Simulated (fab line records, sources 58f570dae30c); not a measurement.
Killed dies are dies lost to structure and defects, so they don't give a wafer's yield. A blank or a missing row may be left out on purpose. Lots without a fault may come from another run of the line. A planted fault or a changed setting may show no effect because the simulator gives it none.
fab line records | flow berkeley_cmos170
record lots=7 wafers=21 last_day=13
route steps=331 shown PWELL@38
lots that met no fault: from a run of the same line without faults
start_h: hours from the record's first day to the start of the lot's first wafer shown | wait_h: hours since the lot's step before | " the same as in the row above | L1.1+2: a row that stands for several wafers | - no value, or no start given | * or withheld: withheld | < > ~ a bound
route shown NAME@n: a module of which the file shows steps, and the number in the route of the first | usual: mean/standard deviation of fault-free wafers | same: alike in all rows | chamber/n: place in a boat | sites: the reading at each site | _std_site: their standard deviation | _edge_site: outer sites' mean less inner sites' | radius_mm: how far each site lies from the wafer's centre | mask NAME#n: copy n | behind: the tool/chamber that last shaped the wafer | hold: why the lot was held/for how many hours/how that ended | device: the transistor (n, p or np) that didn't switch | end of line: the same wafers' tests at the end of the route | a step without rows: its recipe alone | killed: dies lost to structure and defects at the first sort, not the wafer's yield | map: a wafer's dies, x killed, . not, _ none there
set.NAME: the setting as run; set.NAME@STEP: as run at that earlier step | model.NAME: the simulator's own value behind a step, which no gauge read
lots at some steps of the route; a table a step, a row a wafer
services: from which hour (start_h, from the record's first day; less than 0 if before it) a tool's chamber was out of use, for how many hours, and why
## steps
# step UCB170_PWELL_ANNEAL_04
# recipe temp_c=1000 time_s=900 ambient=N2
# step UCB170_PWELL_CVD_05
# recipe material=Si3N4 target_thk_nm=220 temp_c=800 precursor=SiH2Cl2/NH3 time_s=3300 pressure_mtorr=200 sih2cl2_flow_sccm=25 nh3_flow_sccm=75
# step UCB170_PWELL_THK_MEAS_06
# recipe reads=Si3N4_of_PWELL_CVD_05
# usual PWELL_NITRIDE_THK=220.1/2.1
# columns lot.wafer tool chamber start_h wait_h PWELL_NITRIDE_THK[nm]
L193.1 film_metro-01 - 71.21 0.0 220.3
L193.2 " - " " 221.5
L193.4 " - " " 220.7
L192.2 film_metro-03 - 71.22 0.0 219.6
L192.3 " - " " 219.6
L192.6 " - " " 217.8
L195.1 film_metro-03 - 93.44 0.0 222.1
L195.2 " - " " 218.2
L195.6 " - " " 221.4
L198.1 film_metro-04 - 103.13 0.0 219.3
L198.3 " - " " 217.6
L198.6 " - " " 218.7
L200.1 film_metro-03 - 112.55 0.0 217.7
L200.3 " - " " 218.6
L200.5 " - " " 221.6
L209.2 film_metro-01 - 159.81 0.0 218.4
L209.4 " - " " 217.4
L209.6 " - " " 216.0
L212.1 film_metro-04 - 170.67 0.0 218.2
L212.2 " - " " 218.5
L212.4 " - " " 218.4
# step UCB170_PWELL_HMDS_07
# recipe prime_time_s=60 prime_temp_c=100
# step UCB170_PWELL_COAT_08
# recipe resist=KrF spin_rpm=1500 resist_thk_nm=900
# step UCB170_PWELL_SOFTBAKE_09
# recipe resist=KrF temp_c=130 time_s=60
# step UCB170_PWELL_EXPOSE_10
# recipe mask_id=PWELL target_cd_nm=3000 na=0.5 sigma_outer=0.6 source_shape=conventional dose_mj=19
# step UCB170_PWELL_PEB_11
# recipe peb_temp_c=130 peb_time_s=withheld resist=KrF
# step UCB170_PWELL_DEVELOP_12
# recipe developer=TMAH develop_time_s=45 resist=KrF dev_temp_c=21
# step UCB170_PWELL_OVL_MEAS_13
# usual PWELL_OVL=2/5.3
# columns lot.wafer tool chamber start_h wait_h PWELL_OVL[nm]
L192.2 overlay-02 - 72.60 - 3
L192.3 " - " " -4
L192.6 " - " " 3
L193.1 overlay-01 - 72.71 - -2
L193.2 " - " " -1
L193.4 " - " " 7
L195.1 overlay-02 - 95.18 - 3
L195.2 " - " " 3
L195.6 " - " " -3
L198.1 overlay-02 - 105.04 - -1
L198.3 " - " " -1
L198.6 " - " " 4
L200.1 overlay-02 - 113.45 - -6
L200.3 " - " " 3
L200.5 " - " " -1
L209.2 overlay-01 - 161.73 - -4
L209.4 " - " " -8
L209.6 " - " " -3
L212.1 overlay-02 - 172.02 - -5
L212.2 " - " " 8
L212.4 " - " " 7
# step UCB170_PWELL_ETCH_14
# recipe chemistry=CH3F/Ar/O2 target=Si3N4 stop_on=SiO2 CH3F_flow_sccm=20 Ar_flow_sccm=50 O2_flow_sccm=7 pressure_mtorr=50 rf_w=450 target_depth_a=2420 over_etch_frac=0.1 time_s=151
# usual drypump_motor_current_A=5.7/0.41 oes_product_au=0.943/0.017 throttle_valve_pct=8.09/0.082
# columns lot.wafer tool chamber start_h wait_h drypump_motor_current_A oes_product_au rf_hours_counter_h throttle_valve_pct
L192.2 rie_diel-02 0 72.63 0.0 6.2 0.921 18 8.08
L192.3 " 3 " " 5.9 0.930 122 8.04
L192.6 " 1 " " 5.2 0.911 - 8.19
L193.1 rie_diel-01 2 72.75 0.0 5.9 0.954 98 8.08
L193.2 " 1 " " 5.5 0.939 68 8.00
L193.4 " 2 " " 5.9 0.957 - 8.08
L195.1 rie_diel-02 1 95.21 0.0 5.2 0.936 5 8.19
L195.2 " 2 " " 5.8 0.941 1 8.20
L195.6 " 1 " " 5.2 0.924 - 8.19
L198.1 rie_diel-01 2 105.07 0.0 5.9 0.953 100 8.08
L198.3 " 3 " " 5.4 0.969 87 8.02
L198.6 " 2 " " 5.9 0.948 - 8.05
L200.1 rie_diel-03 2 113.49 0.0 6.5 0.959 123 8.19
L200.3 " 0 " " 6.2 0.940 59 8.20
L200.5 " 0 " " 6.3 0.942 - 8.19
L209.2 rie_diel-01 2 161.76 0.0 5.9 0.956 102 8.09
L209.4 " 1 " " 5.5 0.926 73 7.99
L209.6 " 3 " " 5.4 0.965 - 8.02
L212.1 rie_diel-01 1 172.05 0.0 5.5 0.918 73 8.00
L212.2 " 2 " " 5.9 0.954 103 8.08
L212.4 " 0 " " 5.4 0.922 107 7.98
# step UCB170_PWELL_IMPLANT_15
# recipe species=B dose_cm2=5e+12 energy_kev=60 tilt_deg=7
# step UCB170_PWELL_STRIP_16
# recipe chemistry=O2 power_w=400 pressure_mtorr=3500 platen_temp_c=withheld o2_flow_sccm=400 overash_fraction=0.5
# usual chamber_pressure_mTorr=3500/3.2 drypump_motor_current_A=5.57/0.3 o2_flow_sccm=400.4/1.2 oes_product_au=0.720/0.0052 strip_time_to_endpoint_s=18.07/0.083
# columns lot.wafer tool chamber start_h wait_h chamber_pressure_mTorr drypump_motor_current_A o2_flow_sccm oes_product_au rf_hours_counter_h strip_time_to_endpoint_s model.KrF_of_PWELL_COAT_08.thk_nm
L192.2 plasma_asher-03 0 72.89 0.1 3507 5.26 400.4 0.718 36 18.22 0
L192.3 " 0 " " 3499 5.27 400.8 0.724 - 18.03 0
L192.6 " 1 " " 3506 5.87 400.4 0.715 - 18.00 0
L193.1 plasma_asher-04 1 73.00 0.1 3497 5.48 396.9 0.718 27 18.06 0
L193.2 " 0 " " 3491 5.25 398.5 0.721 27 18.09 0
L193.4 " 1 " " 3502 5.46 399.7 0.720 - 18.08 0
L195.1 plasma_asher-04 1 95.47 0.1 - - - - - - 726.3
L195.2 " 0 " " - - - - - - 730.3
L195.6 " 1 " " - - - - - - 725.8
L198.1 plasma_asher-03 0 105.32 0.1 - - - - - - 721
L198.3 " 0 " " - - - - - - 718.4
L198.6 " 1 " " - - - - - - 718.4
L200.1 plasma_asher-01 1 113.74 0.1 - - - - - - 728.4
L200.3 " 1 " " - - - - - - 722.6
L200.5 " 0 " " - - - - - - 725.6
L209.2 plasma_asher-01 1 162.01 0.1 3499 5.58 401.5 0.718 47 18.01 0
L209.4 " 1 " " 3495 5.57 401.0 0.727 - 17.97 0
L209.6 " 0 " " 3502 6.10 399.6 0.723 - 18.06 0
L212.1 plasma_asher-03 0 172.30 0.1 3498 5.31 400.7 0.720 4 18.05 0
L212.2 " 1 " " 3501 5.82 402.0 0.721 4 18.04 0
L212.4 " 0 " " 3500 5.30 401.0 0.724 - 18.04 0
# step UCB170_PWELL_TW_MEAS_17
# usual PWELL_TW=379.7/1.6
# columns lot.wafer tool chamber start_h wait_h PWELL_TW
L192.2 film_metro-04 - 73.00 0.1 378.8
L192.3 " - " " 378.2
L192.6 " - " " 377.1
L193.1 film_metro-03 - 73.10 0.1 379.6
L193.2 " - " " 380.2
L193.4 " - " " 381.9
L195.1 film_metro-03 - 95.57 0.1 379.5
L195.2 " - " " 378.4
L195.6 " - " " 377.3
L198.1 film_metro-01 - 105.42 0.1 380.4
L198.3 " - " " 379.4
L198.6 " - " " 380.3
L200.1 film_metro-04 - 113.84 0.1 381.3
L200.3 " - " " 381.0
L200.5 " - " " 378.3
L209.2 film_metro-01 - 162.13 0.1 378.3
L209.4 " - " " 377.5
L209.6 " - " " 378.6
L212.1 film_metro-01 - 172.40 0.1 379.4
L212.2 " - " " 381.0
L212.4 " - " " 382.1
## services
# columns tool chamber start_h hours kind
rie_diel-01 0 54.94 21.2 repair
rie_diel-02 2 61.88 - clean
rie_diel-02 2 61.88 16.7 scheduled_down
rie_diel-02 2 61.88 16.7 vent_cycle
rie_diel-01 2 65.90 5.4 repair
plasma_asher-03 - 108.75 9.0 pm
plasma_asher-03 0 108.75 9.0 vent_cycle
plasma_asher-03 1 108.75 9.0 vent_cycle
plasma_asher-04 - 114.70 2.0 repair
rie_diel-02 - 115.80 18.1 repair
plasma_asher-03 0 117.75 - clean
plasma_asher-03 1 117.75 - clean
rie_diel-03 1 127.93 - clean
rie_diel-03 1 127.93 30.0 scheduled_down
rie_diel-03 1 127.93 30.0 vent_cycle
plasma_asher-03 - 144.94 14.2 repair
rie_diel-02 0 158.88 51.2 repair
rie_diel-02 2 165.59 7.0 repair
rie_diel-01 2 166.75 1.9 repair
## key
first_sign step=UCB170_PWELL_STRIP_16 reading=tool_record direction=missing
effect none on later readings
model_effect step=UCB170_PWELL_STRIP_16 value=KrF_of_PWELL_COAT_08.thk_nm without=0 struck=724.1
met_at UCB170_PWELL_STRIP_16
struck_wafers L195.1,L195.2,L195.6,L198.1,L198.3,L198.6,L200.1,L200.3,L200.5
later_rows_left_out L195.1,L195.2,L195.6,L198.1,L198.3,L198.6,L200.1,L200.3,L200.5
sort_left_out L195.1,L195.2,L195.6,L198.1,L198.3,L198.6,L200.1,L200.3,L200.5
tester_left_out L195,L198,L200
onset_between 73.00 95.47
fault kind=skipped_step_whole tool=plasma_asher-01,plasma_asher-03,plasma_asher-04 chamber=- onset_h=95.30 steps=UCB170_PWELL_STRIP_16 scope=struck_lots_only
# tester_left_out: of these lots the tester's yield and bins aren't shown, on N5 and GAA mostly nor the transistor test; their killed dies are dies lost to structure and defects alone, not to doping, threshold or leakage, so they don't give the yield
# sort_left_out: the simulated sort isn't trusted on such a fault, so these wafers' sort isn't shown, and their yield isn't known
# later_rows_left_out: the simulator's readings of these wafers behind a module that went badly wrong aren't trusted and aren't shown, but for the sort
